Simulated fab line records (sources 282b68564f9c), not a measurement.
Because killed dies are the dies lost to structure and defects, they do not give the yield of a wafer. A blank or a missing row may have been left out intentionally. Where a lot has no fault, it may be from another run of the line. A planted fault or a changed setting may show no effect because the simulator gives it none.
Code-filled problem report in 8D (eight disciplines) form | flow rit-cmos | the parts of the form that need people (team, actions taken, sign-off) are left out

== 1. THE PROBLEM ==
Wafers free of any fault read 953 (standard deviation 5.8) for PWELL_TW at RIT_PWELL_TW_MEAS_10, against a mean of 1101 on 6 wafers of 2 lots. That is +26 standard deviations from the usual mean.
Seen first at day 4 05:33 on film-metro-02, wafer L741.2. The record has a number at this step for 42 wafers belonging to 14 lots. Rule for "out" (also "out of limits"): further than 4 standard deviations from the usual mean. All remaining wafers that have a number are taken as sound.

== 2. WHAT IT IS, AND WHAT IT ISN'T ==
question                    | is                           | is not
which readings at this step | PWELL_TW                     | -
which lots                  | L741, L744                   | L730, L732, L733, L734, L735, L736, L738, L743, L745, L749, L751, L752
which wafers of those lots  | all that have a number       | -
read on which gauges        | film-metro-02, film-metro-03 | film-metro-01
when                        | from day 4 05:33             | up to then (21 sound wafers); but 15 sound wafers of L743, L745, L749, L751, L752 came after

== 3. SUSPECTS, AND WHAT RULES EACH OUT ==
Counting: a tool stays on the suspect list if, at a process step up to the reading, it processed all lots that are out and no sound lot following the first of them.
- ruled out: the gauge at RIT_PWELL_TW_MEAS_10. Those wafers that are out were read across 2 gauges (film-metro-02, film-metro-03).
- plasma-asher-04 at RIT_ACTIVE_STRIP_14 (strips in O2, time 180 s): ruled out as a lasting fault. Following L741 (day 3 21:58), the first lot on it that is out, the sound lots L743, L745 were run on it.
- implanter-04 at RIT_PWELL_IMPLANT_08: kept. All lots that are out passed through it, beginning with L741 at day 4 05:14, and no sound lot followed; its final sound lot before that point was L734 at day 2 19:49. Out on those wafers are its own readings of dose-ions-cm2, faraday-current-uA.
After counting, what remains is implanter-04 at RIT_PWELL_IMPLANT_08.

== 4. THE CAUSE (what the simulator had put in) ==
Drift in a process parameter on implanter-04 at RIT_PWELL_IMPLANT_08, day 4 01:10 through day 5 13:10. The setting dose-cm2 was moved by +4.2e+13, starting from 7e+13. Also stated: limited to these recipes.
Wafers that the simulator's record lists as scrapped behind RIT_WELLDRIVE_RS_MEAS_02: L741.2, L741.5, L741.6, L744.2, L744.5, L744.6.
This tool alone remained once counting was done.

== 5. THE EFFECT CHAIN, in route order ==
Each row: a reading where the mean over the struck wafers with a number is more than 3 standard deviations away from the usual. Readings are gone through only where the record gives a usual standard deviation; hours: the median, over the lots, of the time from a lot's start at the first step in this table giving one to that lot's start at this step; sigmas: the change measured in usual standard deviations.
hours | step                     | reading            | usual        | on struck wafers | change | sigmas
0     | RIT_PWELL_IMPLANT_08     | dose-ions-cm2      | 7e+13        | 1e+14            | +4e+13 | +99 or more
0     | RIT_PWELL_IMPLANT_08     | faraday-current-uA | 222          | 357              | +135   | +28
0     | RIT_PWELL_TW_MEAS_10     | PWELL_TW           | 953          | 1101             | +148   | +26
7     | RIT_WELLDRIVE_RS_MEAS_02 | PWELL_RS           | 430.5 ohm/sq | 322.1            | -108.4 | -99
Process steps it contains:
- RIT_PWELL_IMPLANT_08

== 6. WHAT WOULD HAVE CAUGHT IT SOONER ==
The first out-of-limits reading at a measuring or inspecting step in this record came at day 4 05:33, 4 hours after the fault's start at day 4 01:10.
The tool's own readings at RIT_PWELL_IMPLANT_08 were out on every struck wafer that the step has a row for (dose-ions-cm2, faraday-current-uA): an alarm limit on them would have fired on the first of those.
Lots out: 2; of these, L744 started RIT_PWELL_IMPLANT_08 on implanter-04 after day 4 05:33. Holding the tool at that time would have saved it.
